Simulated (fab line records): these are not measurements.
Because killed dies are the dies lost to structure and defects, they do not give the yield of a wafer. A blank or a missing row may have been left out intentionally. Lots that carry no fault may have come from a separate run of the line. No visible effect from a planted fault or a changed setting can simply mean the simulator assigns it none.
fab line records | flow rit-cmos | part 1 of 2: steps 1 to 31 of 42
[record] lots = 5 | wafers = 15 | last-day = 7
route steps=202 shown ACTIVE@17 FOX1@20 FOX2@23 NWELL@28 PWELL@39 WELLDRIVE@50 NRETRO@53
lots that met no fault: from a run of the same line without faults
start-h: start of the lot's first displayed wafer, in hours after the record's first day | wait-h: time in hours since the lot's previous step | " same as the row above | L1.1+2: one row covering several wafers at once | - value missing, or start not given | * or withheld: withheld | < > ~ a bound
route shown NAME@n: a module of which the file shows steps, and the number in the route of the first | usual: mean/standard deviation taken from wafers without a fault | same: alike in all rows | chamber/n: place in a boat | sites: each site's reading | _std_site: their standard deviation | _edge_site: the outer-site mean with the inner-site mean subtracted | radius-mm: for every site, how far away it sits from the centre of the wafer | mask NAME#n: copy n | behind: tool/chamber where the wafer was last shaped | hold: reason for holding the lot/hours on hold/outcome of the hold | device: the n, p or np transistor that did not switch | end of line: the tests these same wafers got at the end of their route | step lacking rows: just its recipe | killed: at the first sort, the dies lost to defects and structure; wafer yield is something else | map: a wafer's dies, x killed, . not, _ none there
set.NAME: setting as actually run; set.NAME@STEP: the setting as run at that earlier step | model.NAME: the simulator's own value behind a step, which no gauge read
a table for each step, a row for each wafer; lots at some steps of the route
services: when a tool's chamber went out of use (start-h, in hours from the record's first day, below 0 if earlier), for how many hours, and the reason
[[steps]]
[step RIT_ACTIVE_CLEAN_15]
[recipe] chemistry = SC1 | mix = 3:3:50 | time-s = 600 | temp-c = 75
lot.wafer  | tool         | chamber | start-h | wait-h
L076.1+3+6 | wet-bench-02 | 0       | 25.26   | 0.1
L082.1+2+5 | wet-bench-02 | 1       | 55.26   | 0.1
L091.1+3+5 | wet-bench-01 | 1       | 100.97  | 0.1
L095.1+2+6 | wet-bench-02 | 0       | 122.41  | 0.1
L096.1+2+3 | wet-bench-01 | 1       | 126.97  | 0.1
[step RIT_ACTIVE_CLEAN_16]
[recipe] chemistry = dHF | dilution = 50:1 | time-s = 30
lot.wafer  | tool         | chamber | start-h | wait-h
L076.1+3+6 | wet-bench-01 | 1       | 25.44   | 0.0
L082.1+2+5 | wet-bench-01 | 2       | 55.44   | 0.0
L091.1+3+5 | wet-bench-02 | 1       | 101.15  | 0.0
L095.1+2+6 | wet-bench-01 | 1       | 122.58  | 0.0
L096.1+2+3 | wet-bench-03 | 1       | 127.15  | 0.0
[step RIT_ACTIVE_CLEAN_17]
[recipe] chemistry = SC2 | mix = 3:3:50 | time-s = 600 | temp-c = 75 | dry = n2-spin
lot.wafer  | tool         | chamber | start-h | wait-h
L076.1+3+6 | wet-bench-03 | 1       | 25.45   | 0.0
L082.1+2+5 | wet-bench-02 | 3       | 55.45   | 0.0
L091.1+3+5 | wet-bench-03 | 3       | 101.16  | 0.0
L095.1+2+6 | wet-bench-02 | 3       | 122.60  | 0.0
L096.1+2+3 | wet-bench-02 | 1       | 127.17  | 0.0
[step RIT_FOX1_OXIDATION_00]
[recipe] temp-c = 1100 | ambient = H2O | target-thk-a = 3507 | p-h2o-torr = 720 | ox-time-s = 1130
lot.wafer  | tool       | chamber | start-h | wait-h
L076.1+3+6 | furnace-01 | 0       | 25.63   | 0.0
L082.1+2+5 | furnace-01 | 0       | 57.74   | 2.1
L091.1+3+5 | furnace-01 | 0       | 103.28  | 1.9
L095.1+2+6 | furnace-02 | 0       | 123.18  | 0.4
L096.1+2+3 | furnace-04 | 0       | 127.34  | 0.0
[step RIT_FOX1_THK_MEAS_01]
[recipe] reads = SiO2_of_FOX1_OXIDATION_00
[usual] FOX1_OXIDE_THK = 346/6
lot.wafer | tool          | chamber | start-h | wait-h | FOX1_OXIDE_THK[nm]
L076.1    | film-metro-04 | -       | 26.94   | 0.0    | 353
L076.3    | "             | -       | "       | "      | 355
L076.6    | "             | -       | "       | "      | 356
L082.1    | film-metro-01 | -       | 59.05   | 0.0    | 332
L082.2    | "             | -       | "       | "      | 339
L082.5    | "             | -       | "       | "      | 345
L091.1    | film-metro-02 | -       | 104.59  | 0.0    | 340
L091.3    | "             | -       | "       | "      | 345
L091.5    | "             | -       | "       | "      | 336
L095.1    | film-metro-01 | -       | 124.49  | 0.0    | 351
L095.2    | "             | -       | "       | "      | 355
L095.6    | "             | -       | "       | "      | 356
L096.1    | film-metro-01 | -       | 128.65  | 0.0    | 346
L096.2    | "             | -       | "       | "      | 348
L096.3    | "             | -       | "       | "      | 343
[step RIT_FOX1_WET_ETCH_02]
[recipe] chemistry = BOE | target-depth-nm = 350 | time-s = 390 | temp-c = 21.5 | dry = n2-spin | dilution = 10:1 | target = SiO2
lot.wafer  | tool         | chamber | start-h | wait-h
L076.1+3+6 | wet-bench-04 | 3       | 27.00   | 0.1
L082.1+2+5 | wet-bench-04 | 3       | 59.11   | 0.1
L091.1+3+5 | wet-bench-04 | 2       | 104.65  | 0.1
L095.1+2+6 | wet-bench-04 | 0       | 124.55  | 0.1
L096.1+2+3 | wet-bench-02 | 2       | 128.71  | 0.1
[step RIT_FOX2_OXIDATION_00]
[recipe] temp-c = 1100 | ambient = H2O | target-thk-a = 3507 | p-h2o-torr = 720 | ox-time-s = 1130
lot.wafer  | tool       | chamber | start-h | wait-h
L076.1+3+6 | furnace-02 | 0       | 27.12   | 0.0
L082.1+2+5 | furnace-02 | 0       | 59.23   | 0.0
L091.1+3+5 | furnace-03 | 0       | 104.88  | 0.1
L095.1+2+6 | furnace-02 | 0       | 124.74  | 0.1
L096.1+2+3 | furnace-03 | 0       | 128.83  | 0.0
[step RIT_FOX2_THK_MEAS_01]
[recipe] reads = SiO2_of_FOX2_OXIDATION_00
[usual] FOX2_OXIDE_THK = 345/6.9
lot.wafer | tool          | chamber | start-h | wait-h | FOX2_OXIDE_THK[nm]
L076.1    | film-metro-02 | -       | 28.43   | 0.0    | 343
L076.3    | "             | -       | "       | "      | 345
L076.6    | "             | -       | "       | "      | 346
L082.1    | film-metro-02 | -       | 60.54   | 0.0    | 338
L082.2    | "             | -       | "       | "      | 336
L082.5    | "             | -       | "       | "      | 339
L091.1    | film-metro-03 | -       | 106.19  | 0.0    | 355
L091.3    | "             | -       | "       | "      | 353
L091.5    | "             | -       | "       | "      | 350
L095.1    | film-metro-03 | -       | 126.06  | 0.0    | 355
L095.2    | "             | -       | "       | "      | 349
L095.6    | "             | -       | "       | "      | 351
L096.1    | film-metro-03 | -       | 130.15  | 0.0    | 331
L096.2    | "             | -       | "       | "      | 339
L096.3    | "             | -       | "       | "      | 337
[step RIT_FOX2_CLEAN_02]
[recipe] chemistry = dHF | dilution = 50:1 | time-s = 180
lot.wafer  | tool         | chamber | start-h | wait-h
L076.1+3+6 | wet-bench-04 | 1       | 28.49   | 0.1
L082.1+2+5 | wet-bench-04 | 1       | 60.60   | 0.1
L091.1+3+5 | wet-bench-03 | 2       | 106.25  | 0.1
L095.1+2+6 | wet-bench-01 | 1       | 126.12  | 0.1
L096.1+2+3 | wet-bench-04 | 1       | 130.21  | 0.1
[step RIT_FOX2_WET_ETCH_03]
[recipe] chemistry = H3PO4 | target = Si3N4 | target-depth-nm = 195 | temp-c = 165 | time-s = 2700
lot.wafer  | tool         | chamber | start-h | wait-h
L076.1+3+6 | wet-bench-03 | 0       | 28.55   | 0.0
L082.1+2+5 | wet-bench-01 | 2       | 60.66   | 0.0
L091.1+3+5 | wet-bench-01 | 1       | 106.31  | 0.0
L095.1+2+6 | wet-bench-03 | 0       | 126.18  | 0.0
L096.1+2+3 | wet-bench-01 | 0       | 130.26  | 0.0
[step RIT_FOX2_THK_MEAS_90]
[recipe] reads = SiO2_of_FOX2_OXIDATION_00
[usual] FIELD_OXIDE_LEFT_1_THK = 318/6.9
lot.wafer | tool          | chamber | start-h | wait-h | FIELD_OXIDE_LEFT_1_THK[nm]
L076.1    | film-metro-02 | -       | 29.31   | 0.0    | 315
L076.3    | "             | -       | "       | "      | 317
L076.6    | "             | -       | "       | "      | 319
L082.1    | film-metro-04 | -       | 61.49   | 0.0    | 310
L082.2    | "             | -       | "       | "      | 308
L082.5    | "             | -       | "       | "      | 311
L091.1    | film-metro-04 | -       | 107.07  | 0.0    | 328
L091.3    | "             | -       | "       | "      | 326
L091.5    | "             | -       | "       | "      | 323
L095.1    | film-metro-03 | -       | 126.94  | 0.0    | 327
L095.2    | "             | -       | "       | "      | 321
L095.6    | "             | -       | "       | "      | 324
L096.1    | film-metro-04 | -       | 131.02  | 0.0    | 303
L096.2    | "             | -       | "       | "      | 311
L096.3    | "             | -       | "       | "      | 310
[step RIT_NWELL_HMDS_00]
[recipe] prime-time-s = 60 | prime-temp-c = 140
[usual] resist-line-temp-C = 22.99/0.11
lot.wafer | tool           | chamber | start-h | wait-h | resist-line-temp-C
L076.1    | litho-track-01 | 0       | 29.37   | 0.1    | 23.00
L076.3    | "              | 0       | "       | "      | 22.88
L076.6    | "              | 0       | "       | "      | 23.01
L082.1    | litho-track-02 | 0       | 61.55   | 0.1    | 22.97
L082.2    | "              | 0       | "       | "      | 23.07
L082.5    | "              | 0       | "       | "      | 23.05
L091.1    | litho-track-01 | 0       | 107.13  | 0.1    | 22.92
L091.3    | "              | 0       | "       | "      | 22.96
L091.5    | "              | 0       | "       | "      | 22.99
L095.1    | litho-track-01 | 0       | 127.00  | 0.1    | 23.23
L095.2    | "              | 0       | "       | "      | 23.15
L095.6    | "              | 0       | "       | "      | 23.07
L096.1    | litho-track-01 | 0       | 131.08  | 0.1    | 22.99
L096.2    | "              | 0       | "       | "      | 22.88
L096.3    | "              | 0       | "       | "      | 22.71
[step RIT_NWELL_COAT_01]
[recipe] resist = NOVOLAK | spin-rpm = 2000 | resist-thk-nm = 1300
[usual] resist-line-temp-C = 23.00/0.11
lot.wafer | tool           | chamber | start-h | wait-h | resist-line-temp-C
L076.1    | litho-track-01 | 0       | 29.52   | 0.1    | 22.90
L076.3    | "              | 0       | "       | "      | 23.05
L076.6    | "              | 0       | "       | "      | 22.82
L082.1    | litho-track-02 | 0       | 61.70   | 0.1    | 22.99
L082.2    | "              | 0       | "       | "      | 22.86
L082.5    | "              | 0       | "       | "      | 22.94
L091.1    | litho-track-01 | 0       | 107.28  | 0.1    | 23.14
L091.3    | "              | 0       | "       | "      | 23.11
L091.5    | "              | 0       | "       | "      | 22.97
L095.1    | litho-track-01 | 0       | 127.15  | 0.1    | 22.86
L095.2    | "              | 0       | "       | "      | 23.11
L095.6    | "              | 0       | "       | "      | 23.06
L096.1    | litho-track-01 | 0       | 131.23  | 0.1    | 22.83
L096.2    | "              | 0       | "       | "      | 22.99
L096.3    | "              | 0       | "       | "      | 22.97
[step RIT_NWELL_SOFTBAKE_02]
[recipe] resist = NOVOLAK | temp-c = 90 | time-s = 60
[usual] resist-line-temp-C = 22.99/0.11
lot.wafer | tool           | chamber | start-h | wait-h | resist-line-temp-C
L076.1    | litho-track-01 | 0       | 29.67   | 0.1    | 22.95
L076.3    | "              | 0       | "       | "      | 23.02
L076.6    | "              | 0       | "       | "      | 22.84
L082.1    | litho-track-02 | 0       | 61.85   | 0.1    | 23.09
L082.2    | "              | 0       | "       | "      | 23.13
L082.5    | "              | 0       | "       | "      | 23.14
L091.1    | litho-track-01 | 0       | 107.43  | 0.1    | 23.06
L091.3    | "              | 0       | "       | "      | 22.94
L091.5    | "              | 0       | "       | "      | 23.23
L095.1    | litho-track-01 | 0       | 127.30  | 0.1    | 22.93
L095.2    | "              | 0       | "       | "      | 22.95
L095.6    | "              | 0       | "       | "      | 23.05
L096.1    | litho-track-01 | 0       | 131.38  | 0.1    | 22.97
L096.2    | "              | 0       | "       | "      | 22.94
L096.3    | "              | 0       | "       | "      | 22.98
[step RIT_NWELL_EXPOSE_03]
[recipe] mask-id = M2 | na = 0.57 | target-cd-nm = 43900 | dose-mj = 250
lot.wafer  | tool             | chamber | start-h | wait-h | mask
L076.1+3+6 | iline-stepper-02 | 0       | 29.82   | 0.1    | M2#0
L082.1+2+5 | iline-stepper-02 | 0       | 62.12   | 0.2    | M2#0
L091.1+3+5 | iline-stepper-02 | 0       | 107.58  | 0.1    | M2#0
L095.1+2+6 | iline-stepper-01 | 0       | 127.45  | 0.1    | M2#0
L096.1+2+3 | iline-stepper-01 | 0       | 131.53  | 0.1    | M2#0
[step RIT_NWELL_PEB_04]
[recipe] resist = NOVOLAK | temp-c = withheld | time-s = withheld
[usual] resist-line-temp-C = *
lot.wafer | tool           | chamber | start-h | wait-h | resist-line-temp-C
L076.1    | litho-track-03 | 0       | 29.94   | 0.1    | *
L076.3    | "              | 0       | "       | "      | *
L076.6    | "              | 0       | "       | "      | *
L082.1    | litho-track-02 | 0       | 62.24   | 0.1    | *
L082.2    | "              | 0       | "       | "      | *
L082.5    | "              | 0       | "       | "      | *
L091.1    | litho-track-02 | 0       | 107.69  | 0.1    | *
L091.3    | "              | 0       | "       | "      | *
L091.5    | "              | 0       | "       | "      | *
L095.1    | litho-track-02 | 0       | 127.71  | 0.2    | *
L095.2    | "              | 0       | "       | "      | *
L095.6    | "              | 0       | "       | "      | *
L096.1    | litho-track-01 | 0       | 131.65  | 0.1    | *
L096.2    | "              | 0       | "       | "      | *
L096.3    | "              | 0       | "       | "      | *
[step RIT_NWELL_DEVELOP_05]
[recipe] resist = NOVOLAK | develop-time-s = 68 | dev-temp-c = 23
[usual] resist-line-temp-C = 23.01/0.11
lot.wafer | tool           | chamber | start-h | wait-h | resist-line-temp-C
L076.1    | litho-track-03 | 0       | -       | -      | 23.06
L076.3    | "              | 0       | "       | "      | 23.00
L076.6    | "              | 0       | "       | "      | 23.06
L082.1    | litho-track-02 | 0       | -       | -      | 22.97
L082.2    | "              | 0       | "       | "      | 23.04
L082.5    | "              | 0       | "       | "      | 22.78
L091.1    | litho-track-02 | 0       | -       | -      | 22.77
L091.3    | "              | 0       | "       | "      | 22.94
L091.5    | "              | 0       | "       | "      | 22.88
L095.1    | litho-track-02 | 0       | -       | -      | 22.89
L095.2    | "              | 0       | "       | "      | 23.06
L095.6    | "              | 0       | "       | "      | 22.97
L096.1    | litho-track-01 | 0       | -       | -      | 23.20
L096.2    | "              | 0       | "       | "      | 22.99
L096.3    | "              | 0       | "       | "      | 23.19
[step RIT_NWELL_OVL_MEAS_06]
[usual] NWELL_OVL = 0.4/1.4
lot.wafer | tool       | chamber | start-h | wait-h | NWELL_OVL[nm]
L076.1    | overlay-02 | -       | 30.25   | -      | 1.5
L076.3    | "          | -       | "       | "      | 2.8
L076.6    | "          | -       | "       | "      | 2.9
L082.1    | overlay-02 | -       | 62.55   | -      | 0.0
L082.2    | "          | -       | "       | "      | -1.2
L082.5    | "          | -       | "       | "      | -1.4
L091.1    | overlay-01 | -       | 108.01  | -      | 1.9
L091.3    | "          | -       | "       | "      | 3.2
L091.5    | "          | -       | "       | "      | 4.8
L095.1    | overlay-02 | -       | 128.02  | -      | -1.5
L095.2    | "          | -       | "       | "      | 0.0
L095.6    | "          | -       | "       | "      | 0.3
L096.1    | overlay-01 | -       | 131.96  | -      | 1.6
L096.2    | "          | -       | "       | "      | 1.7
L096.3    | "          | -       | "       | "      | 0.9
[step RIT_NWELL_HARDBAKE_07]
[recipe] resist = NOVOLAK | temp-c = 140 | time-s = 120
[usual] resist-line-temp-C = 23.02/0.093
lot.wafer | tool           | chamber | start-h | wait-h | resist-line-temp-C
L076.1    | litho-track-01 | 0       | 30.29   | 0.0    | 23.05
L076.3    | "              | 0       | "       | "      | 23.03
L076.6    | "              | 0       | "       | "      | 22.97
L082.1    | litho-track-01 | 0       | 62.59   | 0.0    | 23.11
L082.2    | "              | 0       | "       | "      | 22.98
L082.5    | "              | 0       | "       | "      | 23.05
L091.1    | litho-track-02 | 0       | 108.04  | 0.0    | 23.11
L091.3    | "              | 0       | "       | "      | 22.87
L091.5    | "              | 0       | "       | "      | 22.97
L095.1    | litho-track-02 | 0       | 128.06  | 0.0    | 22.86
L095.2    | "              | 0       | "       | "      | 23.05
L095.6    | "              | 0       | "       | "      | 22.94
L096.1    | litho-track-01 | 0       | 132.00  | 0.0    | 23.28
L096.2    | "              | 0       | "       | "      | 23.09
L096.3    | "              | 0       | "       | "      | 23.18
[step RIT_NWELL_IMPLANT_08]
[recipe] species = P | energy-kev = 170 | dose-cm2 = 5e+13 | tilt-deg = 7
[usual] beam-on-s = 10.01/0.2 | tilt-deg = 7.000/0.018
lot.wafer | tool         | chamber | start-h | wait-h | beam-on-s | tilt-deg
L076.1    | implanter-01 | 0       | 30.54   | 0.2    | 10.23     | 7.035
L076.3    | "            | 0       | "       | "      | 10.10     | 6.995
L076.6    | "            | 0       | "       | "      | 10.13     | 6.991
L082.1    | implanter-02 | 0       | 62.84   | 0.2    | 9.71      | 7.019
L082.2    | "            | 0       | "       | "      | 10.20     | 7.000
L082.5    | "            | 0       | "       | "      | 10.13     | 6.997
L091.1    | implanter-04 | 0       | 108.29  | 0.2    | 10.20     | 6.999
L091.3    | "            | 0       | "       | "      | 9.91      | 6.973
L091.5    | "            | 0       | "       | "      | 10.24     | 7.023
L095.1    | implanter-01 | 0       | 128.31  | 0.2    | 9.93      | 6.994
L095.2    | "            | 0       | "       | "      | 10.11     | 6.993
L095.6    | "            | 0       | "       | "      | 10.31     | 7.011
L096.1    | implanter-02 | 0       | 132.25  | 0.2    | 9.70      | 7.009
L096.2    | "            | 0       | "       | "      | 10.38     | 6.981
L096.3    | "            | 0       | "       | "      | 10.00     | 7.021
[step RIT_NWELL_STRIP_09]
[recipe] chemistry = O2 | time-s = 180 | resist = NOVOLAK | platen-temp-c = withheld | power-w = 500 | pressure-mtorr = 4000 | o2-flow-sccm = 4000
[usual] drypump-motor-current-A = 5.6/0.44
lot.wafer | tool            | chamber | start-h | wait-h | drypump-motor-current-A | rf-hours-counter-h
L076.1    | plasma-asher-03 | 0       | 30.69   | 0.1    | 5.1                     | 40
L076.3    | "               | 1       | "       | "      | 6.1                     | -
L076.6    | "               | 1       | "       | "      | 6.1                     | -
L082.1    | plasma-asher-02 | 1       | 62.99   | 0.1    | 5.1                     | 25
L082.2    | "               | 0       | "       | "      | 6.1                     | 25
L082.5    | "               | 1       | "       | "      | 5.1                     | -
L091.1    | plasma-asher-01 | 0       | 108.44  | 0.1    | 5.6                     | 46
L091.3    | "               | 1       | "       | "      | 5.9                     | -
L091.5    | "               | 1       | "       | "      | 5.8                     | -
L095.1    | plasma-asher-03 | 1       | 128.46  | 0.1    | 6.1                     | 50
L095.2    | "               | 0       | "       | "      | 5.1                     | 50
L095.6    | "               | 1       | "       | "      | 6.1                     | -
L096.1    | plasma-asher-02 | 0       | 132.40  | 0.1    | 6.2                     | 33
L096.2    | "               | 1       | "       | "      | 5.1                     | 33
L096.3    | "               | 0       | "       | "      | 6.1                     | -
[step RIT_NWELL_TW_MEAS_10]
[usual] NWELL_TW = 2150/9.1
lot.wafer | tool          | chamber | start-h | wait-h | NWELL_TW
L076.1    | film-metro-02 | -       | 30.86   | 0.1    | 2157
L076.3    | "             | -       | "       | "      | 2149
L076.6    | "             | -       | "       | "      | 2152
L082.1    | film-metro-01 | -       | 63.16   | 0.1    | 2139
L082.2    | "             | -       | "       | "      | 2151
L082.5    | "             | -       | "       | "      | 2141
L091.1    | film-metro-03 | -       | 108.62  | 0.1    | 2142
L091.3    | "             | -       | "       | "      | 2152
L091.5    | "             | -       | "       | "      | 2141
L095.1    | film-metro-02 | -       | 128.63  | 0.1    | 2157
L095.2    | "             | -       | "       | "      | 2146
L095.6    | "             | -       | "       | "      | 2157
L096.1    | film-metro-02 | -       | 132.57  | 0.1    | 2151
L096.2    | "             | -       | "       | "      | 2158
L096.3    | "             | -       | "       | "      | 2163
[step RIT_PWELL_HMDS_00]
[recipe] prime-time-s = 60 | prime-temp-c = 140
[usual] resist-line-temp-C = 23.01/0.097
lot.wafer | tool           | chamber | start-h | wait-h | resist-line-temp-C
L076.1    | litho-track-01 | 0       | 30.92   | 0.1    | 23.10
L076.3    | "              | 0       | "       | "      | 23.10
L076.6    | "              | 0       | "       | "      | 23.11
L082.1    | litho-track-03 | 0       | 63.22   | 0.1    | 23.00
L082.2    | "              | 0       | "       | "      | 23.09
L082.5    | "              | 0       | "       | "      | 22.97
L091.1    | litho-track-04 | 0       | 108.68  | 0.1    | 23.02
L091.3    | "              | 0       | "       | "      | 23.07
L091.5    | "              | 0       | "       | "      | 22.97
L095.1    | litho-track-04 | 0       | 128.70  | 0.1    | 22.83
L095.2    | "              | 0       | "       | "      | 22.98
L095.6    | "              | 0       | "       | "      | 23.08
L096.1    | litho-track-04 | 0       | 132.63  | 0.1    | 23.15
L096.2    | "              | 0       | "       | "      | 22.94
L096.3    | "              | 0       | "       | "      | 22.97
[step RIT_PWELL_COAT_01]
[recipe] resist = NOVOLAK | spin-rpm = 2000 | resist-thk-nm = 1300
[usual] resist-line-temp-C = 22.99/0.095
lot.wafer | tool           | chamber | start-h | wait-h | resist-line-temp-C
L076.1    | litho-track-01 | 0       | 31.07   | 0.1    | 23.05
L076.3    | "              | 0       | "       | "      | 23.10
L076.6    | "              | 0       | "       | "      | 23.07
L082.1    | litho-track-03 | 0       | 63.37   | 0.1    | 22.83
L082.2    | "              | 0       | "       | "      | 22.88
L082.5    | "              | 0       | "       | "      | 22.92
L091.1    | litho-track-04 | 0       | 108.83  | 0.1    | 22.95
L091.3    | "              | 0       | "       | "      | 23.22
L091.5    | "              | 0       | "       | "      | 23.06
L095.1    | litho-track-04 | 0       | 128.85  | 0.1    | 22.86
L095.2    | "              | 0       | "       | "      | 22.95
L095.6    | "              | 0       | "       | "      | 22.89
L096.1    | litho-track-04 | 0       | 132.78  | 0.1    | 23.17
L096.2    | "              | 0       | "       | "      | 23.11
L096.3    | "              | 0       | "       | "      | 22.92
[step RIT_PWELL_SOFTBAKE_02]
[recipe] resist = NOVOLAK | temp-c = 90 | time-s = 60
[usual] resist-line-temp-C = 23.00/0.12
lot.wafer | tool           | chamber | start-h | wait-h | resist-line-temp-C
L076.1    | litho-track-01 | 0       | 31.22   | 0.1    | 23.02
L076.3    | "              | 0       | "       | "      | 23.03
L076.6    | "              | 0       | "       | "      | 23.04
L082.1    | litho-track-03 | 0       | 63.52   | 0.1    | 23.29
L082.2    | "              | 0       | "       | "      | 23.15
L082.5    | "              | 0       | "       | "      | 23.19
L091.1    | litho-track-04 | 0       | 108.98  | 0.1    | 22.90
L091.3    | "              | 0       | "       | "      | 23.08
L091.5    | "              | 0       | "       | "      | 22.87
L095.1    | litho-track-04 | 0       | 129.00  | 0.1    | 22.85
L095.2    | "              | 0       | "       | "      | 22.82
L095.6    | "              | 0       | "       | "      | 22.93
L096.1    | litho-track-04 | 0       | 132.93  | 0.1    | 23.05
L096.2    | "              | 0       | "       | "      | 23.10
L096.3    | "              | 0       | "       | "      | 23.09
[step RIT_PWELL_EXPOSE_03]
[recipe] mask-id = M3 | na = 0.57 | target-cd-nm = 43700 | dose-mj = 250
lot.wafer  | tool             | chamber | start-h | wait-h | mask
L076.1+3+6 | iline-stepper-01 | 0       | 31.37   | 0.1    | M3#0
L082.1+2+5 | iline-stepper-02 | 0       | 63.67   | 0.1    | M3#0
L091.1+3+5 | iline-stepper-01 | 0       | 109.13  | 0.1    | M3#0
L095.1+2+6 | iline-stepper-01 | 0       | 129.15  | 0.1    | M3#0
L096.1+2+3 | iline-stepper-02 | 0       | 133.21  | 0.2    | M3#0
[step RIT_PWELL_PEB_04]
[recipe] resist = NOVOLAK | temp-c = withheld | time-s = withheld
[usual] resist-line-temp-C = *
lot.wafer | tool           | chamber | start-h | wait-h | resist-line-temp-C
L076.1    | litho-track-01 | 0       | 31.49   | 0.1    | *
L076.3    | "              | 0       | "       | "      | *
L076.6    | "              | 0       | "       | "      | *
L082.1    | litho-track-04 | 0       | 63.79   | 0.1    | *
L082.2    | "              | 0       | "       | "      | *
L082.5    | "              | 0       | "       | "      | *
L091.1    | litho-track-03 | 0       | 109.24  | 0.1    | *
L091.3    | "              | 0       | "       | "      | *
L091.5    | "              | 0       | "       | "      | *
L095.1    | litho-track-04 | 0       | 129.26  | 0.1    | *
L095.2    | "              | 0       | "       | "      | *
L095.6    | "              | 0       | "       | "      | *
L096.1    | litho-track-04 | 0       | 133.33  | 0.1    | *
L096.2    | "              | 0       | "       | "      | *
L096.3    | "              | 0       | "       | "      | *
[step RIT_PWELL_DEVELOP_05]
[recipe] resist = NOVOLAK | develop-time-s = 68 | dev-temp-c = 23
[usual] resist-line-temp-C = 23.00/0.11
lot.wafer | tool           | chamber | start-h | wait-h | resist-line-temp-C
L076.1    | litho-track-01 | 0       | -       | -      | 22.94
L076.3    | "              | 0       | "       | "      | 22.92
L076.6    | "              | 0       | "       | "      | 23.00
L082.1    | litho-track-04 | 0       | -       | -      | 23.06
L082.2    | "              | 0       | "       | "      | 23.15
L082.5    | "              | 0       | "       | "      | 23.12
L091.1    | litho-track-03 | 0       | -       | -      | 23.04
L091.3    | "              | 0       | "       | "      | 23.10
L091.5    | "              | 0       | "       | "      | 23.09
L095.1    | litho-track-04 | 0       | -       | -      | 23.02
L095.2    | "              | 0       | "       | "      | 23.05
L095.6    | "              | 0       | "       | "      | 23.07
L096.1    | litho-track-04 | 0       | -       | -      | 23.05
L096.2    | "              | 0       | "       | "      | 22.98
L096.3    | "              | 0       | "       | "      | 22.87
[step RIT_PWELL_OVL_MEAS_06]
[usual] PWELL_OVL = 0.0/1.2
lot.wafer | tool       | chamber | start-h | wait-h | PWELL_OVL[nm]
L076.1    | overlay-01 | -       | 31.80   | -      | -0.4
L076.3    | "          | -       | "       | "      | 0.0
L076.6    | "          | -       | "       | "      | -1.6
L082.1    | overlay-01 | -       | 64.10   | -      | 0.5
L082.2    | "          | -       | "       | "      | -0.7
L082.5    | "          | -       | "       | "      | -1.1
L091.1    | overlay-01 | -       | 109.56  | -      | 0.8
L091.3    | "          | -       | "       | "      | 0.7
L091.5    | "          | -       | "       | "      | 1.2
L095.1    | overlay-01 | -       | 129.58  | -      | 0.8
L095.2    | "          | -       | "       | "      | -0.9
L095.6    | "          | -       | "       | "      | 1.5
L096.1    | overlay-02 | -       | 133.64  | -      | -0.5
L096.2    | "          | -       | "       | "      | -0.1
L096.3    | "          | -       | "       | "      | 0.7
[step RIT_PWELL_HARDBAKE_07]
[recipe] resist = NOVOLAK | temp-c = 140 | time-s = 120
[usual] resist-line-temp-C = 22.99/0.1
lot.wafer | tool           | chamber | start-h | wait-h | resist-line-temp-C
L076.1    | litho-track-01 | 0       | 31.84   | 0.0    | 22.96
L076.3    | "              | 0       | "       | "      | 23.05
L076.6    | "              | 0       | "       | "      | 23.00
L082.1    | litho-track-04 | 0       | 64.14   | 0.0    | 23.13
L082.2    | "              | 0       | "       | "      | 22.81
L082.5    | "              | 0       | "       | "      | 23.11
L091.1    | litho-track-01 | 0       | 109.59  | 0.0    | 22.97
L091.3    | "              | 0       | "       | "      | 22.78
L091.5    | "              | 0       | "       | "      | 22.85
L095.1    | litho-track-01 | 0       | 129.61  | 0.0    | 23.15
L095.2    | "              | 0       | "       | "      | 23.12
L095.6    | "              | 0       | "       | "      | 23.03
L096.1    | litho-track-04 | 0       | 133.67  | 0.0    | 23.13
L096.2    | "              | 0       | "       | "      | 23.01
L096.3    | "              | 0       | "       | "      | 22.97
[step RIT_PWELL_IMPLANT_08]
[recipe] species = B | energy-kev = 170 | dose-cm2 = 7e+13 | tilt-deg = 7
[usual] beam-on-s = 10.00/0.22 | tilt-deg = 6.998/0.019
lot.wafer | tool         | chamber | start-h | wait-h | beam-on-s | tilt-deg
L076.1    | implanter-02 | 0       | 32.09   | 0.2    | 10.42     | 7.000
L076.3    | "            | 0       | "       | "      | 10.01     | 7.016
L076.6    | "            | 0       | "       | "      | 9.99      | 6.984
L082.1    | implanter-04 | 0       | 64.39   | 0.2    | 10.28     | 7.010
L082.2    | "            | 0       | "       | "      | 9.94      | 7.021
L082.5    | "            | 0       | "       | "      | 9.69      | 7.032
L091.1    | implanter-03 | 0       | 109.84  | 0.2    | 9.80      | 6.998
L091.3    | "            | 0       | "       | "      | 10.08     | 6.995
L091.5    | "            | 0       | "       | "      | 10.07     | 7.004
L095.1    | implanter-04 | 0       | 129.86  | 0.2    | 10.08     | 6.996
L095.2    | "            | 0       | "       | "      | 9.76      | 6.993
L095.6    | "            | 0       | "       | "      | 9.44      | 7.012
L096.1    | implanter-03 | 0       | 133.92  | 0.2    | 10.05     | 6.967
L096.2    | "            | 0       | "       | "      | 9.93      | 6.986
L096.3    | "            | 0       | "       | "      | 10.22     | 7.000
